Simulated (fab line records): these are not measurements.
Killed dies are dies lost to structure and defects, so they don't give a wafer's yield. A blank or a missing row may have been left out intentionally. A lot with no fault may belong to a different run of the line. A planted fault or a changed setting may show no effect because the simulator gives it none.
Which tool did it?    flow berkeley-cmos170    15 lots with 45 wafers sampled at 5 steps, on a route of 331 steps

WHAT THE GAUGES READ, wafer by wafer
UCB170_ACTIVE_CD_MEAS_90: the cd target is 1200 nm. Usual: cd-nm 1199.2 nm, standard deviation 1.4.
lot   measured     on         cd-nm (nm)            flag
L856  day 4 20:22  cd-sem-01  1199.8 1198.4 1199.2  
L857  day 4 20:38  cd-sem-02  1200.6 1199.6 1198.7  
L859  day 5 13:44  cd-sem-02  1198.7 1199.0 1198.5  
L860  day 5 13:59  cd-sem-01  1197.8 1198.2 1197.8  
L861  day 5 14:07  cd-sem-01  1200.5 1201.6 1199.5  
L862  day 5 23:43  cd-sem-02  1199.6 1200.7 1197.6  
L863  day 6 03:38  cd-sem-01  1202.0 1201.1 1200.2  
L864  day 6 04:08  cd-sem-01  1198.5 1197.4 1200.6  
L866  day 6 12:06  cd-sem-02  1197.4 1196.9 1197.2  
L868  day 7 11:55  cd-sem-02  1199.9 1198.4 1198.5  
L869  day 7 12:04  cd-sem-02  1201.2 1200.7 1200.8  
L867  day 7 12:07  cd-sem-01  1199.1 1200.6 1200.3  
L875  day 8 14:56  cd-sem-01  1199.8 1200.0 1199.3  
L874  day 8 15:13  cd-sem-01  1202.3 1201.5 1199.4  
L876  day 9 04:12  cd-sem-02  1199.8 1199.5 1198.3  

UCB170_SACOX_THK_MEAS_02. Usual: SACOX_OXIDE_THK 14.56 nm, standard deviation 0.23.
lot   measured      on             SACOX_OXIDE_THK (nm)  flag
L856  day 5 23:58   film-metro-02  14.43 14.32 14.39     
L857  day 6 00:02   film-metro-02  14.99 14.84 14.98     
L859  day 6 12:31   film-metro-02  15.15 14.80 15.01     
L860  day 6 12:32   film-metro-03  14.49 14.72 14.23     
L861  day 6 12:35   film-metro-01  14.57 14.67 14.57     
L862  day 7 02:07   film-metro-02  14.51 14.83 14.67     
L863  day 7 09:58   film-metro-02  14.71 14.84 14.75     
L864  day 7 10:05   film-metro-02  14.70 14.53 14.53     
L866  day 7 10:04   film-metro-01  14.57 14.56 14.65     
L868  day 8 11:07   film-metro-02  14.33 13.98 13.94     
L869  day 8 11:08   film-metro-03  14.39 14.37 14.19     
L867  day 8 11:06   film-metro-01  14.59 14.07 14.23     
L875  day 9 21:22   film-metro-01  14.55 14.59 14.76     
L874  day 9 21:22   film-metro-02  14.36 14.32 14.38     
L876  day 10 06:46  film-metro-02  14.87 14.64 14.97     

UCB170_NLDD_OVL_MEAS_07. Usual: NLDD_OVL 2 nm, standard deviation 6.2.
lot   measured      on          NLDD_OVL (nm)  flag
L856  day 7 11:46   overlay-01  1 0 0          
L857  day 7 12:15   overlay-01  -4 -12 3       
L859  day 8 02:21   overlay-02  4 -1 11        
L860  day 8 02:38   overlay-02  -9 -1 5        
L861  day 8 03:22   overlay-01  18 3 5         
L862  day 8 10:11   overlay-02  9 19 11        
L863  day 8 21:35   overlay-02  -10 -10 -2     
L864  day 8 22:04   overlay-02  6 -1 8         
L866  day 8 21:20   overlay-01  4 6 4          
L868  day 9 23:55   overlay-01  1 8 0          
L869  day 9 23:32   overlay-02  -7 6 -2        
L867  day 10 00:08  overlay-02  -9 5 -2        
L875  day 11 08:55  overlay-02  305 321 319    OFF
L874  day 11 08:47  overlay-02  329 322 316    OFF
L876  day 12 01:42  overlay-02  319 321 315    OFF

UCB170_SPACER_THK_MEAS_01. Usual: SPACER_TEOS_THK 375 nm, standard deviation 5.3.
lot   measured      on             SPACER_TEOS_THK (nm)  flag
L856  day 7 12:29   film-metro-04  370 365 376           
L857  day 7 12:59   film-metro-03  374 371 383           
L859  day 8 03:04   film-metro-02  377 370 383           
L860  day 8 03:22   film-metro-03  374 379 377           
L861  day 8 04:05   film-metro-02  367 375 370           
L862  day 8 11:41   film-metro-04  372 382 380           
L863  day 8 22:58   film-metro-03  378 380 382           
L864  day 8 23:01   film-metro-02  375 365 369           
L866  day 8 22:58   film-metro-04  372 380 374           
L868  day 10 00:39  film-metro-02  369 370 375           
L869  day 10 00:16  film-metro-03  378 378 379           
L867  day 10 00:52  film-metro-04  375 367 377           
L875  day 11 09:55  film-metro-02  371 386 376           
L874  day 11 09:34  film-metro-03  374 379 382           
L876  day 12 02:26  film-metro-03  372 378 377           

EACH LOT AND THE TOOL THAT RAN IT (in order: tool; ch and the chambers of the sampled wafers; start)
lot   UCB170_NLDD_EXPOSE_03
L856  krf-scanner-01 ch 0, day 7 11:05
L857  krf-scanner-01 ch 0, day 7 11:45
L859  krf-scanner-01 ch 0, day 8 01:16
L860  krf-scanner-01 ch 0, day 8 01:56
L861  krf-scanner-02 ch 0, day 8 02:41
L862  krf-scanner-02 ch 0, day 8 09:41
L863  krf-scanner-02 ch 0, day 8 20:47
L864  krf-scanner-01 ch 0, day 8 21:26
L866  krf-scanner-01 ch 0, day 8 20:32
L868  krf-scanner-01 ch 0, day 9 23:26
L869  krf-scanner-02 ch 0, day 9 23:03
L867  krf-scanner-02 ch 0, day 9 23:38
L875  krf-scanner-01 ch 0, day 11 08:19
L874  krf-scanner-01 ch 0, day 11 08:12
L876  krf-scanner-01 ch 0, day 12 00:59
- UCB170_NLDD_EXPOSE_03: exposes mask NSELECT, target cd 1200 nm.

WHAT THE TOOLS THEMSELVES READ (means of the sampled wafers that have a number; where no wafer has one, the mark that the record gives instead)
UCB170_NLDD_EXPOSE_03. Usual: stage-vel-mm-s 500.00 mm/s, standard deviation 0.21.
lot   tool            stage-vel-mm-s (mm/s)  flag
L856  krf-scanner-01  500.12                 
L857  krf-scanner-01  499.97                 
L859  krf-scanner-01  499.98                 
L860  krf-scanner-01  500.06                 
L861  krf-scanner-02  500.03                 
L862  krf-scanner-02  499.80                 
L863  krf-scanner-02  499.80                 
L864  krf-scanner-01  499.95                 
L866  krf-scanner-01  500.06                 
L868  krf-scanner-01  500.03                 
L869  krf-scanner-02  500.11                 
L867  krf-scanner-02  499.92                 
L875  krf-scanner-01  499.82                 
L874  krf-scanner-01  500.10                 
L876  krf-scanner-01  499.83                 

THE ANSWER, worked out from the rows above alone
Rule: lot off if the mean of its wafers having a number is beyond 3 standard deviations from the usual mean. Also off: a lot with no number at a reading for which 4 or more lots have one. All remaining lots with rows at the step are treated as sound. The gauges are gone through in route order, then the tools' own readings, and for those a lot's mean is taken as printed above. At the first step where some lot is off, the reading lying furthest off is the one used; lots without a number count as furthest.
Off: L875, L874, L876, seen at UCB170_NLDD_OVL_MEAS_07 (NLDD_OVL).
If a tool, at a process step before that reading, ran all the lots that are off and no sound lot after the first of them, it fits. The gauges at UCB170_NLDD_OVL_MEAS_07 are tried like those tools. Undecided on this evidence; 2 tools fit (krf-scanner-01 at UCB170_NLDD_EXPOSE_03, overlay-02 at UCB170_NLDD_OVL_MEAS_07).

WHAT WAS PUT IN BY THE SIMULATOR
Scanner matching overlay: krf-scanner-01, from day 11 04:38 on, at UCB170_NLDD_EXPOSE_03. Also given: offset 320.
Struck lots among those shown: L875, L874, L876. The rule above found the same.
